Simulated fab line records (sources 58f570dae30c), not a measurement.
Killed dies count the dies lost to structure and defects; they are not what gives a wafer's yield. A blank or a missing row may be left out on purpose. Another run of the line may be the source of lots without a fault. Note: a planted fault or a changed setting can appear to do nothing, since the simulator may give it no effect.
Which tool did it? + flow berkeley cmos170 + 18 wafers from 6 lots sampled at 3 of the route's 331 steps

## WHAT THE GAUGES SHOWED, per wafer
UCB170_PWELL_THK_MEAS_06.
| lot  | measured    | on            | PWELL_NITRIDE_THK (nm) |
|------|-------------|---------------|------------------------|
| L106 | day 3 14:55 | film metro-01 | 226.1 224.1 224.3      |
| L110 | day 4 10:08 | film metro-03 | 220.8 221.2 220.0      |
| L113 | day 4 19:10 | film metro-01 | 222.4 224.0 223.3      |
| L118 | day 6 05:58 | film metro-03 | 395.1 394.1 397.4      |
| L122 | day 7 07:40 | film metro-01 | 218.4 219.4 219.7      |
| L124 | day 7 16:12 | film metro-03 | 219.6 221.9 219.1      |

## TOOL THAT RAN EACH LOT (tool first, then ch and the chambers of the sampled wafers, then the start)
| lot  | UCB170_NWELL_STRIP_15               | UCB170_PWELL_CVD_05        |
|------|-------------------------------------|----------------------------|
| L106 | plasma asher-02 ch 0,1, day 2 21:56 | lpcvd-01 ch 1, day 3 12:59 |
| L110 | plasma asher-02 ch 0,1, day 3 14:35 | lpcvd-02 ch 0, day 4 07:15 |
| L113 | plasma asher-03 ch 0,1, day 4 01:19 | lpcvd-01 ch 0, day 4 17:14 |
| L118 | plasma asher-04 ch 0,1, day 5 04:29 | lpcvd-02 ch 1, day 6 04:02 |
| L122 | plasma asher-04 ch 0,1, day 6 11:56 | lpcvd-01 ch 0, day 7 05:44 |
| L124 | plasma asher-03 ch 0, day 6 21:08   | lpcvd-02 ch 0, day 7 14:17 |
- UCB170_NWELL_STRIP_15: strips in O2.
- UCB170_PWELL_CVD_05: deposits Si3N4 from SiH2Cl2/NH3, target thk 220 nm, time 3300 s.

## THE ANSWER, worked out from the rows above alone
Rule: what is usual is taken from the lots themselves. The widest of any qualifying gaps counts: lots, ordered by their means at a reading, are off when they make up no more than a third of the lots, leave a main group of 4 or more, and stand apart from it by 3 or more times the standard deviation of that group's means. A main group whose means are all the same, to the digits that the tables above print for the reading, isn't used. Also off: a lot with no number at a reading for which 4 or more lots have one. Where the step has rows for the other lots, those lots are counted as sound.
Off: L118, seen at UCB170_PWELL_THK_MEAS_06 (PWELL_NITRIDE_THK). Mean 221.6 nm and standard deviation 2.1 in the main group.
If a tool, at a process step before that reading, ran all the lots that are off and no sound lot after the first of them, it fits. Gauges at UCB170_PWELL_THK_MEAS_06: tried the same way as those tools. Of those tried, none fits.

## WHAT THE SIMULATOR HAD INSERTED
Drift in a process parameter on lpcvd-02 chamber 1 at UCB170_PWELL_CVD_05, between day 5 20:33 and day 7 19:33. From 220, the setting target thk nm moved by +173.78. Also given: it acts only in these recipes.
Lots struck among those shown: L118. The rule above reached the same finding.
